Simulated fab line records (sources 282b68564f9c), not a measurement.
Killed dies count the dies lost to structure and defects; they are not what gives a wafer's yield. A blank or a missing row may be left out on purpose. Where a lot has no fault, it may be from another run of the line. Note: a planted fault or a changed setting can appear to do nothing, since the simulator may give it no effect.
Struck lot and sound lot, side by side ; flow rit_cmos ; 43 out of 202 route steps
Sound: the wafers L522.3, L522.5, L522.6. Wafers L530.3, L530.5, L530.6 were the ones struck. The cause comes at the end.
Per side, at each step with rows, come the tool, then ch with its chambers, and then its first start. Under that, the readings that differ: sound wafers ; struck wafers ; difference of the means ; sigmas: that difference in standard deviations of wafers without a fault.
alike: a reading whose means differ by less than 2 such deviations, as well as words and numbers matching on both sides. not compared: withheld readings; readings where some wafer has no value; bounds like >300 that might hide an equal value; numbers whose values overlap and for which the record gives no deviation.
Wherever a step has rows on one side only, a row that says differs or no value, or a row with sigmas, the two part there. Non-overlapping numbers with no deviation appear without sigmas and do not part them. A reading missing from all wafers of one side parts the sides only when that side holds two or more wafers.

first, 1 step without rows for these wafers: RIT_GATE_CVD_08 (deposits poly-Si from SiH4, target thk 250 nm, time 2220 s).
RIT_GATE_THK_MEAS_09:
  sound: film_metro-04 at day 5 01:11; struck: film_metro-03 at day 6 17:21
  alike: GATE_POLY_THK
then, 6 steps without rows for these wafers: RIT_GATE_HMDS_10 (prime time 60 s); RIT_GATE_COAT_11 (resist thk 850 nm); RIT_GATE_SOFTBAKE_12 (time 60 s); RIT_GATE_EXPOSE_13 (exposes mask M6, target cd 150 nm); RIT_GATE_PEB_14; RIT_GATE_DEVELOP_15 (develop time 50 s).
RIT_GATE_CD_MEAS_16: the cd target is 150 nm.
  sound: cd_sem-01 at day 5 02:14; struck: cd_sem-01 at day 6 18:24
  alike: cd_nm
RIT_GATE_OVL_MEAS_17:
  sound: overlay-01 at day 5 02:20; struck: overlay-02 at day 6 18:30
  alike: GATE_OVL
then, 1 step without rows for these wafers: RIT_GATE_HARDBAKE_18 (time 60 s).
RIT_GATE_ETCH_19: etches poly-Si in SF6/CHF3/O2, stops on SiO2, time 165 s, target depth 312.5 nm.
  sound on rie_si-01 ch 0,1,2, day 5 02:38; struck on rie_si-01 ch 0,2,3, day 6 18:40
  alike: O2_flow_sccm, drypump_motor_current_A, oes_product_au, throttle_valve_pct
  not compared: rf_hours_counter_h
RIT_GATE_STRIP_20: strips in O2, time 180 s.
  sound on plasma_asher-03 ch 0,1, day 5 02:48; struck on plasma_asher-03 ch 0,1, day 6 18:50
  alike: drypump_motor_current_A, rf_refl_power_W
  not compared: rf_hours_counter_h
RIT_GATE_CD_MEAS_90: the cd target is 150 nm.
  sound: cd_sem-02 at day 5 02:57; struck: cd_sem-02 at day 6 18:59
  alike: cd_nm
then, 4 steps without rows for these wafers: RIT_REOX_CLEAN_00 (cleans in SC1, time 600 s); RIT_REOX_CLEAN_01 (cleans in dHF, time 30 s); RIT_REOX_CLEAN_02 (cleans in SC2, time 600 s); RIT_REOX_OXIDATION_03 (target thk 25.2 nm, ox time 5580 s).
RIT_REOX_THK_MEAS_04:
  sound: film_metro-04 at day 5 05:58; struck: film_metro-02 at day 6 22:01
  alike: REOX_OXIDE_THK
then, 6 steps without rows for these wafers: RIT_NLDD_HMDS_00 (prime time 60 s); RIT_NLDD_COAT_01 (resist thk 1000 nm); RIT_NLDD_SOFTBAKE_02 (time 60 s); RIT_NLDD_EXPOSE_03 (exposes mask M7, target cd 40700 nm); RIT_NLDD_PEB_04; RIT_NLDD_DEVELOP_05 (develop time 50 s).
RIT_NLDD_OVL_MEAS_06:
  sound: overlay-01 at day 5 07:00; struck: overlay-02 at day 6 23:05
  alike: NLDD_OVL
then, 2 steps without rows for these wafers: RIT_NLDD_HARDBAKE_07 (time 60 s); RIT_NLDD_IMPLANT_08.
RIT_NLDD_STRIP_09: strips in O2, time 180 s.
  sound on plasma_asher-03 ch 0,1, day 5 07:23; struck on plasma_asher-03 ch 0,1, day 6 23:28
  alike: drypump_motor_current_A, rf_refl_power_W
  not compared: rf_hours_counter_h
RIT_NLDD_TW_MEAS_10:
  sound: film_metro-02 at day 5 07:31; struck: film_metro-01 at day 6 23:36
  alike: NLDD_TW
then, 6 steps without rows for these wafers: RIT_PLDD_HMDS_00 (prime time 60 s); RIT_PLDD_COAT_01 (resist thk 1000 nm); RIT_PLDD_SOFTBAKE_02 (time 60 s); RIT_PLDD_EXPOSE_03 (exposes mask M8, target cd 40900 nm); RIT_PLDD_PEB_04; RIT_PLDD_DEVELOP_05 (develop time 50 s).
RIT_PLDD_OVL_MEAS_06:
  sound: overlay-01 at day 5 08:32; struck: overlay-02 at day 7 00:37
  alike: PLDD_OVL
then, 2 steps without rows for these wafers: RIT_PLDD_HARDBAKE_07 (time 60 s); RIT_PLDD_IMPLANT_08.
RIT_PLDD_STRIP_09: strips in O2, time 180 s.
  sound on plasma_asher-03 ch 0,1, day 5 08:56; struck on plasma_asher-04 ch 0,1, day 7 01:01
  alike: drypump_motor_current_A, rf_refl_power_W
  not compared: rf_hours_counter_h
RIT_PLDD_TW_MEAS_10:
  sound: film_metro-01 at day 5 09:04; struck: film_metro-01 at day 7 01:08
  alike: PLDD_TW
then, 1 step without rows for these wafers: RIT_SPACER_CLEAN_00 (cleans in SC1, time 600 s).
RIT_M1_PROBE_99:
  record: rows for the struck wafers here (prober-02, day 7 15:01), none for the sound ones

== WHERE THEY PART ==
At RIT_M1_PROBE_99 and nowhere else, as far as this record goes.

WHY: what the simulator had put in
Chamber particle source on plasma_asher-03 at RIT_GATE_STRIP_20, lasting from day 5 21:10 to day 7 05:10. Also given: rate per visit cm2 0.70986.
